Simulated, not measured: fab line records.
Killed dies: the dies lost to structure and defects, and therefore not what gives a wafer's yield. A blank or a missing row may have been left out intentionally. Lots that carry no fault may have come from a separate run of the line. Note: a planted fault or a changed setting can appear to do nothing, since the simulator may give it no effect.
Code-filled problem report in 8D (eight disciplines) form    flow berkeleyCmos170    the parts of the form that need people (team, actions taken, sign-off) are left out

## 1. THE PROBLEM
At UCB170_M3_COAT_05, spinSpeedRpm averages 1613.9 rpm over 5 wafers from 2 lots, while fault-free wafers read 1500.1 rpm, standard deviation 1.2. That puts it +95 standard deviations away from the usual mean.
The step: resist thk 900 nm.
Seen first at day 11 02:34 on lithoTrack-02, wafer L407.2. The record holds 41 wafers of 14 lots with a number at this step. The rule behind "out" and "out of limits": a value lying over 4 standard deviations away from the usual mean. The rest of the wafers with a number are treated as sound.

## 2. WHAT IT IS, WHAT IT ISN'T
question                     is                      is not
which readings at this step  spinSpeedRpm            -
which lots                   L407, L412              L398, L400, L401, L402, L403, L404, L408, L410, L414, L415, L416, L420
which wafers of those lots   all that have a number  -
read on which tools          lithoTrack-02           lithoTrack-01, lithoTrack-03
when                         from day 11 02:34       up to then (24 sound wafers); but 12 sound wafers of L414, L415, L416, L420 came after

## 3. SUSPECTS, AND WHAT RULES EACH OUT
Counting: a tool at a process step up to the reading stays a suspect if it ran every lot that is out and no sound lot after the first of them.
- pecvd-03 at UCB170_V2_CVD_00 (deposits SiO2 from TEOS/O2, target thk 2000 nm, time 261.6 s): ruled out as a lasting fault. The sound lots L415 went through it after L407, its earliest lot that is out (day 10 19:37).
- lithoTrack-02 at UCB170_M3_COAT_05 (resist thk 900 nm): kept. All lots that are out passed through it, beginning with L407 at day 11 02:34, and no sound lot followed; its final sound lot before that point was L410 at day 11 01:52. On those wafers its own readings are out: spinSpeedRpm.
Remaining after the count: lithoTrack-02 at UCB170_M3_COAT_05.

## 4. THE CAUSE (what the simulator had put in)
Drift in process parameters on lithoTrack-02 at UCB170_M3_COAT_05, starting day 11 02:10. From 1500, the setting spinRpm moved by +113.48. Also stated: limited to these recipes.
Counting left only this tool.

## 5. THE EFFECT CHAIN, in route order
Rows list readings where the struck wafers' mean (over those with a number) sits beyond 3 standard deviations from the usual. Only readings whose record carries a usual standard deviation are examined. hours: median over the lots of the time between each lot's start at the first step of this table that gives one and its start at this step. sigmas: the change, counted in usual standard deviations.
hours  step                reading               usual       on struck wafers  change  sigmas
0      UCB170_M3_COAT_05   spinSpeedRpm          1500.1 rpm  1613.9            +113.8  +95
0      UCB170_M3_STRIP_07  stripTimeToEndpointS  21.96 s     21.23             -0.73   -11
Process steps it contains:
- UCB170_M3_COAT_05: resist thk 900 nm.
- UCB170_M3_STRIP_07: strips in O2.

## 6. WHAT WOULD HAVE CAUGHT IT SOONER
First out-of-limits reading in this record: day 11 02:34, which is 0 hours after fault onset at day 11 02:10.
